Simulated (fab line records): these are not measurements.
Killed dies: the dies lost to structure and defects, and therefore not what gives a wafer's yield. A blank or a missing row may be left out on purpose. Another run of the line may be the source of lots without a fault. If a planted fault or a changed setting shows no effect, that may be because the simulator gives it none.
Which tool did it? | flow berkeley-cmos170 | 14 lots, 42 wafers sampled, at 3 steps of a route of 331

== WHAT THE GAUGES READ, wafer by wafer ==
UCB170_PFIELD_TW_MEAS_09. Usual: for PFIELD_TW the level is 609 and the standard deviation is 4.6.
lot  | measured    | on            | PFIELD_TW   | flag
L468 | day 4 06:58 | film-metro-02 | 602 605 605 |
L469 | day 4 21:28 | film-metro-01 | 602 605 606 |
L470 | day 4 21:54 | film-metro-03 | 607 607 606 |
L472 | day 5 01:55 | film-metro-03 | 610 610 611 |
L473 | day 5 08:17 | film-metro-03 | 609 605 607 |
L476 | day 5 19:26 | film-metro-01 | 614 614 615 |
L478 | day 6 06:24 | film-metro-03 | 606 607 604 |
L479 | day 6 17:07 | film-metro-02 | 605 606 606 |
L480 | day 6 17:25 | film-metro-01 | 616 618 616 |
L481 | day 6 20:10 | film-metro-02 | 610 609 606 |
L486 | day 7 21:13 | film-metro-02 | 604 603 603 |
L489 | day 8 21:53 | film-metro-03 | 608 606 605 |
L491 | day 9 15:58 | film-metro-01 | 611 613 612 |
L490 | day 9 16:14 | film-metro-01 | 613 613 617 |

UCB170_PLDD_OVL_MEAS_07. Usual: for PLDD_OVL the level is -2 nm and the standard deviation is 4.7.
lot  | measured     | on         | PLDD_OVL (nm) | flag
L468 | day 6 11:49  | overlay-01 | -4 0 -3       |
L469 | day 6 18:11  | overlay-01 | -5 2 2        |
L470 | day 6 18:27  | overlay-01 | 4 -5 -3       |
L472 | day 7 05:22  | overlay-01 | -3 8 -1       |
L473 | day 7 04:33  | overlay-01 | -7 -2 -6      |
L476 | day 7 14:18  | overlay-01 | -1 -2 0       |
L478 | day 8 03:20  | overlay-02 | 1 -4 -2       |
L479 | day 9 01:51  | overlay-01 | 9 0 3         |
L480 | day 9 02:46  | overlay-01 | -8 -5 2       |
L481 | day 9 02:12  | overlay-01 | -4 -3 -4      |
L486 | day 10 10:32 | overlay-02 | 8 -2 5        |
L489 | day 11 02:02 | overlay-02 | 4 1 6         |
L491 | day 11 09:49 | overlay-01 | -8 -3 -14     |
L490 | day 11 10:18 | overlay-02 | 0 2 -2        |

== EACH LOT AND THE TOOL THAT RAN IT (in order: tool; ch and the chambers of the sampled wafers; start) ==
lot  | UCB170_PFIELD_STRIP_08
L468 | plasma-asher-03 ch 0,1, day 4 06:51
L469 | plasma-asher-01 ch 0,1, day 4 21:21
L470 | plasma-asher-03 ch 0,1, day 4 21:49
L472 | plasma-asher-01 ch 0,1, day 5 01:49
L473 | plasma-asher-01 ch 0,1, day 5 08:10
L476 | plasma-asher-02 ch 0,1, day 5 19:20
L478 | plasma-asher-02 ch 0,1, day 6 06:17
L479 | plasma-asher-01 ch 0,1, day 6 17:01
L480 | plasma-asher-02 ch 0,1, day 6 17:19
L481 | plasma-asher-01 ch 0,1, day 6 20:04
L486 | plasma-asher-03 ch 0,1, day 7 21:06
L489 | plasma-asher-02 ch 0,1, day 8 21:46
L491 | plasma-asher-01 ch 0,1, day 9 15:52
L490 | plasma-asher-02 ch 0,1, day 9 15:58
- UCB170_PFIELD_STRIP_08: strips in O2.

== AS READ BY THE TOOLS THEMSELVES (means over the sampled wafers that have a number; for cases with no such wafer, the mark the record gives instead) ==
UCB170_PFIELD_STRIP_08. Usual: chamber-pressure-mTorr 3500 mTorr, standard deviation 3; drypump-motor-current-A 5.7 A, standard deviation 0.48; o2-flow-sccm 400.0 sccm, standard deviation 1.2; oes-product-au 0.735 a.u., standard deviation 0.0046; strip-time-to-endpoint-s 21.63 s, standard deviation 0.06.
lot  | tool            | chamber-pressure-mTorr (mTorr) | drypump-motor-current-A (A) | o2-flow-sccm (sccm) | oes-product-au (a.u.) | strip-time-to-endpoint-s (s) | flag
L468 | plasma-asher-03 | 3498                           | 5.8                         | 400.5               | 0.735                 | 21.70                        |
L469 | plasma-asher-01 | 3504                           | 6.1                         | 401.2               | 0.733                 | 21.68                        |
L470 | plasma-asher-03 | 3499                           | 5.8                         | 399.3               | 0.733                 | 21.54                        |
L472 | plasma-asher-01 | 3499                           | 6.1                         | 399.7               | 0.733                 | 21.59                        |
L473 | plasma-asher-01 | 3497                           | 6.1                         | 400.4               | 0.733                 | 21.67                        |
L476 | plasma-asher-02 | 3498                           | 5.2                         | 398.7               | 0.737                 | 21.60                        |
L478 | plasma-asher-02 | 3501                           | 5.1                         | 400.4               | 0.737                 | 21.59                        |
L479 | plasma-asher-01 | 3497                           | 6.1                         | 400.2               | 0.730                 | 21.59                        |
L480 | plasma-asher-02 | 3495                           | 5.2                         | 400.3               | 0.731                 | 21.64                        |
L481 | plasma-asher-01 | 3501                           | 6.0                         | 399.2               | 0.737                 | 21.61                        |
L486 | plasma-asher-03 | 3498                           | 5.8                         | 399.4               | 0.735                 | 21.69                        |
L489 | plasma-asher-02 | 3500                           | 5.2                         | 398.7               | 0.734                 | 21.60                        |
L491 | plasma-asher-01 | 3501                           | 6.1                         | 399.2               | 0.734                 | 21.54                        |
L490 | plasma-asher-02 | 3497                           | 5.2                         | 401.2               | 0.733                 | 21.75                        |

== THE ANSWER, worked out from the rows above alone ==
Rule: lot off if the mean of its wafers having a number is beyond 3 standard deviations from the usual mean. A lot without any number at a reading at which 4 lots or more have one is off too. Any other lot the step has rows for is counted as sound. First the gauges in route order, then the tools' own readings, where a lot's mean is used as printed above. At the first step where some lot is off, the reading lying furthest off is the one used; lots without a number count as furthest.
Nothing can be told from this: no lot is off at any reading shown.

== WHAT WAS PUT IN BY THE SIMULATOR ==
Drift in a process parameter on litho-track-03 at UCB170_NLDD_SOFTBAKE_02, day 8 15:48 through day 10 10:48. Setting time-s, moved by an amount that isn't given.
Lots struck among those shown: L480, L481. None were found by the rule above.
